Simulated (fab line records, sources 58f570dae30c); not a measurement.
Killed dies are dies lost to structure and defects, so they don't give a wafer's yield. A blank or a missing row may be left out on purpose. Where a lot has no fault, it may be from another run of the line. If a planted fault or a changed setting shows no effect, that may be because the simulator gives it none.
A struck lot beside a sound one ; flow berkeley_cmos170 ; 15 steps out of a route of 331
Sound: these wafers, L280.1, L280.2, L280.3. Struck: wafer L291.4 (L291.5, L291.6, from the same lot, were not struck and are left out); the cause is given at the end.
Order at every step that has rows: each side's tool, ch and its chambers, its first start. Under that, the readings that differ: sound wafers ; struck wafers ; difference of the means ; sigmas: that difference in standard deviations of wafers without a fault.
alike: a reading whose means differ by less than 2 such deviations, as well as words and numbers matching on both sides. not compared: withheld readings; readings where some wafer has no value; bounds like >300 that might hide an equal value; numbers whose values overlap and for which the record gives no deviation.
The two part at a step that has a row with sigmas, a row that says differs or no value, or rows on one side only. Numbers that have no deviation but don't overlap get no sigmas and don't part them. Lack of a reading on every wafer of one side parts them only where that side has two or more wafers.

first, 1 step without rows for these wafers: UCB170_CONTACT_SOFTBAKE_05 (time 60 s).
UCB170_CONTACT_STRIP_06: strips in O2.
  sound on plasma_asher-03 ch 0,1, day 8 10:37; struck on plasma_asher-02 ch 0, day 11 01:30
  alike: drypump_motor_current_A, oes_product_au, strip_time_to_endpoint_s
  not compared: rf_hours_counter_h
then, 1 step without rows for these wafers: UCB170_CONTACT_CLEAN_07 (cleans in SPM, time 600 s).
UCB170_CONTACT_RTA_08: time 10 s.
  sound on rtp_anneal-01 ch 0, day 8 10:53; struck on rtp_anneal-01 ch 0, day 11 02:20
  alike: lamp_power_pct, wafer_temp_C_max
then, 6 steps without rows for these wafers: UCB170_CONTACT_COAT_09; UCB170_CONTACT_COAT_10 (resist thk 900 nm); UCB170_CONTACT_SOFTBAKE_11 (time 60 s); UCB170_CONTACT_EXPOSE_12 (exposes mask CONT, target cd 700 nm); UCB170_CONTACT_PEB_13; UCB170_CONTACT_DEVELOP_14 (develop time 45 s).
UCB170_CONTACT_CD_MEAS_15 targets a cd of 700 nm.
  sound on cd_sem-01 at day 8 12:31; struck on cd_sem-01 at day 11 03:46
  alike: cd_nm
UCB170_CONTACT_OVL_MEAS_16:
  sound on overlay-01 at day 8 12:38; struck on overlay-01 at day 11 03:50
  alike: CONTACT_OVL
UCB170_CONTACT_ETCH_17: etches BARC in N2/H2.
  sound on rie_diel-01 ch 1,2,3, day 8 12:40; struck on rie_diel-01 ch 3, day 11 03:52
reading;sound;struck;difference;sigmas
oes_product_au (a.u.);1.024 1.046 0.998;0.805;-0.218;-9
rf_fwd_power_W (W);492.1 498.0 492.0;291.9;-202.1;-96
  alike: drypump_motor_current_A, throttle_valve_pct
UCB170_CONTACT_ETCH_18: etches PSG in CHF3/CF4/Ar, stops on TiSi2, target depth 840 nm, time 195 s.
  sound on rie_diel-01 ch 1,2,3; struck on rie_diel-01 ch 3
  alike: drypump_motor_current_A, oes_product_au, rf_fwd_power_W, throttle_valve_pct
  not compared: rf_hours_counter_h
UCB170_M3_PROBE_99:
  only the struck wafers here have rows in the record (prober-01, day 12 00:41); the sound ones have none

== WHERE THEY PART ==
At UCB170_CONTACT_ETCH_17 first; at UCB170_M3_PROBE_99 last (within this record only).

WHY: whatever the simulator had introduced
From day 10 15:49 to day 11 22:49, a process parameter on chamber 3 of rie_diel-01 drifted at UCB170_CONTACT_ETCH_17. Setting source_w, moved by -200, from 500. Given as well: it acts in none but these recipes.
